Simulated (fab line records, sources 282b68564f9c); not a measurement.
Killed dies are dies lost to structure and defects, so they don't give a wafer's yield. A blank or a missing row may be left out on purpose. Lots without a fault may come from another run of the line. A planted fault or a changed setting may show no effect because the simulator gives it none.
Which tool did it? | flow rit_cmos | 14 lots, 42 wafers sampled, at 2 steps of a route of 202

WHAT THE GAUGES READ, wafer by wafer
RIT_M1_CD_MEAS_09: target cd 2600 nm. Usual: cd_nm 2599.4 nm, standard deviation 2.2.
lot  | measured    | on        | cd_nm (nm)           | flag
L504 | day 3 10:16 | cd_sem-02 | 2599.0 2599.3 2598.0 |
L505 | day 3 15:47 | cd_sem-02 | 2599.8 2599.4 2598.1 |
L506 | day 3 17:35 | cd_sem-02 | 2603.8 2601.8 2603.9 |
L507 | day 3 21:59 | cd_sem-02 | 2596.6 2596.2 2597.1 |
L508 | day 4 05:02 | cd_sem-02 | 2599.3 2598.2 2597.9 |
L509 | day 4 11:40 | cd_sem-01 | 2599.4 2600.0 2597.5 |
L510 | day 4 13:49 | cd_sem-01 | 2600.3 2599.5 2600.8 |
L511 | day 4 23:41 | cd_sem-01 | 2601.2 2601.6 2603.7 |
L512 | day 5 02:58 | cd_sem-02 | 2597.3 2598.5 2597.6 |
L513 | day 5 10:43 | cd_sem-02 | 2599.5 2599.5 2598.8 |
L514 | day 5 15:32 | cd_sem-02 | 2599.7 2599.1 2598.5 |
L515 | day 5 18:34 | cd_sem-02 | 2604.8 2601.3 2602.1 |
L526 | day 7 22:21 | cd_sem-01 | 2588.2 2589.6 2588.0 | OFF
L527 | day 8 05:53 | cd_sem-02 | 2583.1 2585.7 2584.3 | OFF

WHICH TOOL RAN EACH LOT (tool, then ch and the chambers of the sampled wafers, then the start)
lot  | RIT_M1_DEVELOP_08
L504 | litho_track-03 ch 0, day 3 10:00
L505 | litho_track-02 ch 0, day 3 15:00
L506 | litho_track-03 ch 0, day 3 17:00
L507 | litho_track-03 ch 0, day 3 21:00
L508 | litho_track-02 ch 0, day 4 04:00
L509 | litho_track-04 ch 0, day 4 11:00
L510 | litho_track-04 ch 0, day 4 13:00
L511 | litho_track-04 ch 0, day 4 23:00
L512 | litho_track-02 ch 0, day 5 02:00
L513 | litho_track-04 ch 0, day 5 10:00
L514 | litho_track-04 ch 0, day 5 15:00
L515 | litho_track-04 ch 0, day 5 18:00
L526 | litho_track-02 ch 0, day 7 22:00
L527 | litho_track-02 ch 0, day 8 05:00
- RIT_M1_DEVELOP_08: develop time 68 s.

WHAT THE TOOLS THEMSELVES READ (means of the sampled wafers that have a number; where no wafer has one, the mark that the record gives instead)
The record holds no such reading with a usual standard deviation.

THE ANSWER, worked out from the rows above alone
Rule: a lot is off if the mean of its wafers that have a number lies more than 3 standard deviations from the usual mean. A lot without any number at a reading at which 4 lots or more have one is off too. The other lots that the step has rows for count as sound. The gauges are gone through in route order, then the tools' own readings, and for those a lot's mean is taken as printed above. The first step at which some lot is off is used, and at that step the reading that is off furthest; a lot without a number counts as furthest.
Off: L526, L527, at RIT_M1_CD_MEAS_09 (cd_nm).
A tool fits if, at a process step before that reading, it ran every lot that is off, and no sound lot after the first of them. The gauges at RIT_M1_CD_MEAS_09 are tried like those tools. One fits: litho_track-02 at RIT_M1_DEVELOP_08. Its last sound lot is L512 (day 5 02:00), its first lot that is off L526 (day 7 22:00): a fault that began between those two fits.

WHAT THE SIMULATOR HAD PUT IN
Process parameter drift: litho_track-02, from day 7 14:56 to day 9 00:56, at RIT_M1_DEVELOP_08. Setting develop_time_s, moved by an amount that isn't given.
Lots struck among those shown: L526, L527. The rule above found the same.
